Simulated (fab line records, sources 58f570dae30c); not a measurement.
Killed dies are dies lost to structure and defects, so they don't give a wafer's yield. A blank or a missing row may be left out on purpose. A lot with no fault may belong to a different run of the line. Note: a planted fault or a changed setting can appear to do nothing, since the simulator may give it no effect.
Which tool is to blame? | flow berkeleyCmos170 | 21 wafers from 7 lots sampled at 4 of the route's 331 steps

## WHAT THE GAUGES READ, wafer by wafer
UCB170_SDANNEAL_RS_MEAS_02: a four-point-probe measurement.
lot  | measured     | on           | PSD_RS (ohm/sq)
L683 | day 7 17:47  | filmMetro-03 | 75.6 75.5 75.7
L688 | day 8 17:20  | filmMetro-04 | 75.4 75.4 75.5
L689 | day 9 10:17  | filmMetro-03 | 84.2 83.8 84.1
L698 | day 11 06:53 | filmMetro-04 | 75.7 75.4 75.5
L702 | day 12 14:34 | filmMetro-03 | 74.7 74.8 75.0
L703 | day 13 02:34 | filmMetro-03 | 75.7 75.5 75.3
L705 | day 13 10:44 | filmMetro-02 | 75.7 75.6 75.3

## TOOL THAT RAN EACH LOT (tool first, then ch and the chambers of the sampled wafers, then the start)
lot  | UCB170_GATE_STRIP_16                | UCB170_BACKSIDE_STRIP_03            | UCB170_SDANNEAL_RTA_01
L683 | plasmaAsher-02 ch 0,1, day 6 20:50  | plasmaAsher-04 ch 0,1, day 7 17:23  | rtpAnneal-02 ch 0, day 7 17:44
L688 | plasmaAsher-03 ch 0,1, day 8 00:35  | plasmaAsher-01 ch 0,1, day 8 16:56  | rtpAnneal-01 ch 0, day 8 17:17
L689 | plasmaAsher-02 ch 0,1, day 8 17:29  | plasmaAsher-01 ch 0,1, day 9 09:48  | rtpAnneal-02 ch 0, day 9 10:13
L698 | plasmaAsher-02 ch 0,1, day 10 12:14 | plasmaAsher-04 ch 0,1, day 11 06:29 | rtpAnneal-01 ch 0, day 11 06:49
L702 | plasmaAsher-03 ch 0,1, day 11 21:20 | plasmaAsher-01 ch 0,1, day 12 14:01 | rtpAnneal-02 ch 0, day 12 14:31
L703 | plasmaAsher-03 ch 0,1, day 12 04:51 | plasmaAsher-03 ch 0,1, day 12 22:53 | rtpAnneal-01 ch 0, day 13 02:30
L705 | plasmaAsher-03 ch 0,1, day 12 13:27 | plasmaAsher-01 ch 0,1, day 13 07:48 | rtpAnneal-02 ch 0, day 13 10:20
- UCB170_GATE_STRIP_16: strips in O2.
- UCB170_BACKSIDE_STRIP_03: strips in O2.
- UCB170_SDANNEAL_RTA_01: time 5 s.

## THE ANSWER, worked out from the rows above alone
Rule: the usual values come from the lots themselves. Put in order of their means at a reading, lots are off if they are a third of the lots or fewer, leave a main group of 4 or more, and stand apart from it by a gap of 3 or more times the standard deviation of the main group's means; of several such gaps the widest counts. A main group whose means are all the same, to the digits that the tables above print for the reading, isn't used. A lot without any number at a reading at which 4 lots or more have one is off too. The other lots that the step has rows for count as sound.
Off: L689, at UCB170_SDANNEAL_RS_MEAS_02 (PSD_RS). Main group: mean 75.4 ohm/sq, sd 0.26.
A tool fits if, at a process step before that reading, it ran every lot that is off, and no sound lot after the first of them. Those tools and the gauges at UCB170_SDANNEAL_RS_MEAS_02 are tried in the same way. Not one of the candidates tried fits.

## WHAT THE SIMULATOR PUT IN
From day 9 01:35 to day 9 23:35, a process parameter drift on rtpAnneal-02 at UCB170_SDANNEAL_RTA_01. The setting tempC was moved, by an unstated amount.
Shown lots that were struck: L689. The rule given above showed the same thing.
